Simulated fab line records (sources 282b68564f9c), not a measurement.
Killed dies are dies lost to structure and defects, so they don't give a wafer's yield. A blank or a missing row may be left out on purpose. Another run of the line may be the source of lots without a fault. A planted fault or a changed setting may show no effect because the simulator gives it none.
Lot-split experiment || flow rit cmos || on a route of 202 steps: 5 lots, 23 wafers read

## THE SPLIT
At RIT_FOX2_OXIDATION_00 (target thk 350.7 nm, ox time 1130 s), the setting ox time s was moved away from the recipe's 1130 s on 15 of the 23 wafers read, by -8.2% to +9.8%. The other wafers ran this setting at the recipe's value.

## FROM THE SPLIT TO THE READING: what the file shows between them, 15 steps
- RIT_FOX2_THK_MEAS_01
- RIT_FOX2_CLEAN_02: cleans in dHF, time 180 s
- RIT_FOX2_WET_ETCH_03: etches Si3N4 in H3PO4, target depth 195 nm, time 2700 s
- RIT_FOX2_THK_MEAS_90
- RIT_NWELL_COAT_01: resist thk 1300 nm (also split here: spin rpm)
- RIT_NWELL_SOFTBAKE_02: time 60 s
- RIT_NWELL_EXPOSE_03: exposes mask M2, target cd 43900 nm
- RIT_NWELL_DEVELOP_05: develop time 68 s
- RIT_NWELL_HARDBAKE_07: time 120 s
- RIT_NRETRO_IMPLANT_08 (also split here: energy kev)
- RIT_NRETRO_STRIP_09: strips in O2, time 180 s
- RIT_NRETRO_TW_MEAS_10
- RIT_GATE_CLEAN_02: cleans in dHF, time 30 s (also split here: time s)
- RIT_GATE_CLEAN_03: cleans in SC2, time 600 s
- RIT_GATE_CLEAN_04: cleans in dHF, time 60 s

## THE READING
FIELD_OXIDE_LEFT_2_THK, in nm, at RIT_FOX2_THK_MEAS_91. A value of 255 nm with a standard deviation of 5.7 nm is what fault-free wafers of this fab line usually give.

{"wafer": "L075.1", "tool, chamber at the split": "-, -", "ox time s as run, s": 1220, "against the recipe": "+8.0%", "FIELD_OXIDE_LEFT_2_THK, nm": 281, "against lot-mates on the recipe": "no lot-mate on the recipe"}
{"wafer": "L075.2", "tool, chamber at the split": "-, -", "ox time s as run, s": 1220, "against the recipe": "+8.0%", "FIELD_OXIDE_LEFT_2_THK, nm": 273, "against lot-mates on the recipe": "no lot-mate on the recipe"}
{"wafer": "L075.4", "tool, chamber at the split": "-, -", "ox time s as run, s": 1220, "against the recipe": "+8.0%", "FIELD_OXIDE_LEFT_2_THK, nm": 281, "against lot-mates on the recipe": "no lot-mate on the recipe"}
{"wafer": "L075.5", "tool, chamber at the split": "-, -", "ox time s as run, s": 1220, "against the recipe": "+8.0%", "FIELD_OXIDE_LEFT_2_THK, nm": 279, "against lot-mates on the recipe": "no lot-mate on the recipe"}
{"wafer": "L075.6", "tool, chamber at the split": "-, -", "ox time s as run, s": 1220, "against the recipe": "+8.0%", "FIELD_OXIDE_LEFT_2_THK, nm": 270, "against lot-mates on the recipe": "no lot-mate on the recipe"}
{"wafer": "L080.1", "tool, chamber at the split": "-, -", "ox time s as run, s": 1037, "against the recipe": "-8.2%", "FIELD_OXIDE_LEFT_2_THK, nm": 235, "against lot-mates on the recipe": "no lot-mate on the recipe"}
{"wafer": "L080.2", "tool, chamber at the split": "-, -", "ox time s as run, s": 1037, "against the recipe": "-8.2%", "FIELD_OXIDE_LEFT_2_THK, nm": 233, "against lot-mates on the recipe": "no lot-mate on the recipe"}
{"wafer": "L080.3", "tool, chamber at the split": "-, -", "ox time s as run, s": 1037, "against the recipe": "-8.2%", "FIELD_OXIDE_LEFT_2_THK, nm": 235, "against lot-mates on the recipe": "no lot-mate on the recipe"}
{"wafer": "L080.5", "tool, chamber at the split": "-, -", "ox time s as run, s": 1037, "against the recipe": "-8.2%", "FIELD_OXIDE_LEFT_2_THK, nm": 237, "against lot-mates on the recipe": "no lot-mate on the recipe"}
{"wafer": "L080.6", "tool, chamber at the split": "-, -", "ox time s as run, s": 1037, "against the recipe": "-8.2%", "FIELD_OXIDE_LEFT_2_THK, nm": 232, "against lot-mates on the recipe": "no lot-mate on the recipe"}
{"wafer": "L081.1", "tool, chamber at the split": "-, -", "ox time s as run, s": 1241, "against the recipe": "+9.8%", "FIELD_OXIDE_LEFT_2_THK, nm": 270, "against lot-mates on the recipe": "no lot-mate on the recipe"}
{"wafer": "L081.2", "tool, chamber at the split": "-, -", "ox time s as run, s": 1241, "against the recipe": "+9.8%", "FIELD_OXIDE_LEFT_2_THK, nm": 272, "against lot-mates on the recipe": "no lot-mate on the recipe"}
{"wafer": "L081.4", "tool, chamber at the split": "-, -", "ox time s as run, s": 1241, "against the recipe": "+9.8%", "FIELD_OXIDE_LEFT_2_THK, nm": 271, "against lot-mates on the recipe": "no lot-mate on the recipe"}
{"wafer": "L081.5", "tool, chamber at the split": "-, -", "ox time s as run, s": 1241, "against the recipe": "+9.8%", "FIELD_OXIDE_LEFT_2_THK, nm": 275, "against lot-mates on the recipe": "no lot-mate on the recipe"}
{"wafer": "L081.6", "tool, chamber at the split": "-, -", "ox time s as run, s": 1241, "against the recipe": "+9.8%", "FIELD_OXIDE_LEFT_2_THK, nm": 274, "against lot-mates on the recipe": "no lot-mate on the recipe"}
{"wafer": "L084.1", "tool, chamber at the split": "-, -", "ox time s as run, s": 1130, "against the recipe": "recipe", "FIELD_OXIDE_LEFT_2_THK, nm": 254, "against lot-mates on the recipe": "-"}
{"wafer": "L084.3", "tool, chamber at the split": "-, -", "ox time s as run, s": 1130, "against the recipe": "recipe", "FIELD_OXIDE_LEFT_2_THK, nm": 248, "against lot-mates on the recipe": "-"}
{"wafer": "L084.4", "tool, chamber at the split": "-, -", "ox time s as run, s": 1130, "against the recipe": "recipe", "FIELD_OXIDE_LEFT_2_THK, nm": 243, "against lot-mates on the recipe": "-"}
{"wafer": "L084.5", "tool, chamber at the split": "-, -", "ox time s as run, s": 1130, "against the recipe": "recipe", "FIELD_OXIDE_LEFT_2_THK, nm": 252, "against lot-mates on the recipe": "-"}
{"wafer": "L084.6", "tool, chamber at the split": "-, -", "ox time s as run, s": 1130, "against the recipe": "recipe", "FIELD_OXIDE_LEFT_2_THK, nm": 256, "against lot-mates on the recipe": "-"}
{"wafer": "L085.3", "tool, chamber at the split": "furnace-04, 0", "ox time s as run, s": 1130, "against the recipe": "recipe", "FIELD_OXIDE_LEFT_2_THK, nm": 256, "against lot-mates on the recipe": "-"}
{"wafer": "L085.4", "tool, chamber at the split": "furnace-04, 0", "ox time s as run, s": 1130, "against the recipe": "recipe", "FIELD_OXIDE_LEFT_2_THK, nm": 251, "against lot-mates on the recipe": "-"}
{"wafer": "L085.5", "tool, chamber at the split": "furnace-04, 0", "ox time s as run, s": 1130, "against the recipe": "recipe", "FIELD_OXIDE_LEFT_2_THK, nm": 251, "against lot-mates on the recipe": "-"}

FIT RESULTS
A straight line over all 23 wafers: FIELD_OXIDE_LEFT_2_THK changes by +2.35 nm for each +1% of ox time s; r = +0.96; the points scatter about the line by 4.8 nm.
Too few moved wafers with a lot-mate on the recipe to fit a line net of each lot's own level.

## THE WHOLE CHAIN: every reading that the file lists as answering this split, in the file's order
{"step": "RIT_FOX2_OXIDATION_00", "what it does": "target thk 350.7 nm, ox time 1130 s", "reading": "SiO2_of_FOX2_OXIDATION_00.thk nm (the simulator's own value, which no gauge read)", "change (the file's fit)": "+2.25 nm for each +1% of the setting", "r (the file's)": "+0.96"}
{"step": "RIT_FOX2_THK_MEAS_01", "what it does": "", "reading": "FOX2_OXIDE_THK", "change (the file's fit)": "+2.25 for each +1% of the setting", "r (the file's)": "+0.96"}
{"step": "RIT_FOX2_CLEAN_02", "what it does": "cleans in dHF, time 180 s", "reading": "SiO2_of_FOX2_OXIDATION_00.thk nm (the simulator's own value, which no gauge read)", "change (the file's fit)": "+2.27 nm for each +1% of the setting", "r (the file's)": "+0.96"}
{"step": "RIT_FOX2_THK_MEAS_90", "what it does": "", "reading": "FIELD_OXIDE_LEFT_1_THK", "change (the file's fit)": "+2.29 for each +1% of the setting", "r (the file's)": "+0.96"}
{"step": "RIT_FOX2_THK_MEAS_91", "what it does": "", "reading": "FIELD_OXIDE_LEFT_2_THK", "change (the file's fit)": "+2.33 for each +1% of the setting", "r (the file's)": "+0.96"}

## THE FILE'S OWN FIT
FIELD_OXIDE_LEFT_2_THK changes by +2.33 nm for each +1% of ox time s, r = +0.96.
